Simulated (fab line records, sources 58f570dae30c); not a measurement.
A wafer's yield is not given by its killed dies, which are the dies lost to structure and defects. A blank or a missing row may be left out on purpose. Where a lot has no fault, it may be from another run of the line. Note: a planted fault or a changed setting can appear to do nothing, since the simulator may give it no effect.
Code-filled problem report in 8D (eight disciplines) form :: flow berkeley cmos170 :: the parts of the form that need people (team, actions taken, sign-off) are left out

1. THE PROBLEM
Across 6 wafers from 2 lots, GATE_POLY_THK at UCB170_GATE_THK_MEAS_05 averages 243.0 nm, while fault-free wafers read 214.6 nm with a standard deviation of 1.8. Measured from the usual mean, that is +16 standard deviations.
The first sign was on wafer L655.1 at day 9 11:58, on film metro-03. The record holds 42 wafers of 14 lots with a number at this step. Rule for "out" (also "out of limits"): further than 4 standard deviations from the usual mean. The rest of the wafers with a number are treated as sound.

2. WHAT IT IS, WHAT IT ISN'T
question: which readings at this step
is: GATE_POLY_THK
is not: -

question: which lots
is: L655, L656
is not: L647, L649, L650, L652, L653, L654, L660, L661, L663, L665, L667, L669

question: which wafers of those lots
is: all that have a number
is not: -

question: read on which gauges
is: film metro-02, film metro-03
is not: film metro-01

question: when
is: from day 9 11:58
is not: up to then (18 sound wafers); but 18 sound wafers of L660, L661, L663, L665, L667, L669 came after

3. SUSPECTS, AND WHAT RULES EACH OUT
Counting: a tool at a process step up to the reading stays a suspect if it ran every lot that is out and no sound lot after the first of them.
- the gauge at UCB170_GATE_THK_MEAS_05 has been ruled out. 2 gauges (film metro-02, film metro-03) read the wafers that are out.
- lpcvd-02 at UCB170_GATE_CVD_04 (deposits poly-Si from SiH4, time 1440 s, target thk 214 nm): kept. It processed each lot that is out, first L655 at day 9 10:34, and no sound lot thereafter; up to then, the last sound lot it processed was L652 at day 8 14:58.
Remaining after the count: lpcvd-02 at UCB170_GATE_CVD_04.

4. THE CAUSE (what the simulator had put in)
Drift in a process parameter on lpcvd-02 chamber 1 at UCB170_GATE_CVD_04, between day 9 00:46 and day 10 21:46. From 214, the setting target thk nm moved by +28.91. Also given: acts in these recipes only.
Counting left only this tool.

5. SEQUENCE OF EFFECTS, ordered by route
Rows list readings where the struck wafers' mean (over those with a number) sits beyond 3 standard deviations from the usual. Scope: only readings with a usual standard deviation given in the record; hours: median across lots of the time from each lot's start at the first step in this table that gives one to its start at this step; sigmas: change in usual standard deviations.
hours: 0
step: UCB170_GATE_THK_MEAS_05
reading: GATE_POLY_THK
usual: 214.6 nm
on struck wafers: 243.0
change: +28.4
sigmas: +16

hours: 7
step: UCB170_GATE_ETCH_15
reading: oes product au
usual: 0.830 a.u.
on struck wafers: 0.903
change: +0.073
sigmas: +5.6
Its process steps:
- UCB170_GATE_ETCH_15: etches poly-Si in HBr/Cl2, stops on SiO2, time 56.3 s, target depth 278.2 nm.

6. WHAT WOULD HAVE CAUGHT IT SOONER
The first out-of-limits reading at a measuring or inspecting step in this record came at day 9 11:58, 11 hours after the fault's start at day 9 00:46.
Lots out: 2; all had begun UCB170_GATE_CVD_04 on lpcvd-02 by day 9 11:58. Holding the tool at that point would not have protected any of them.
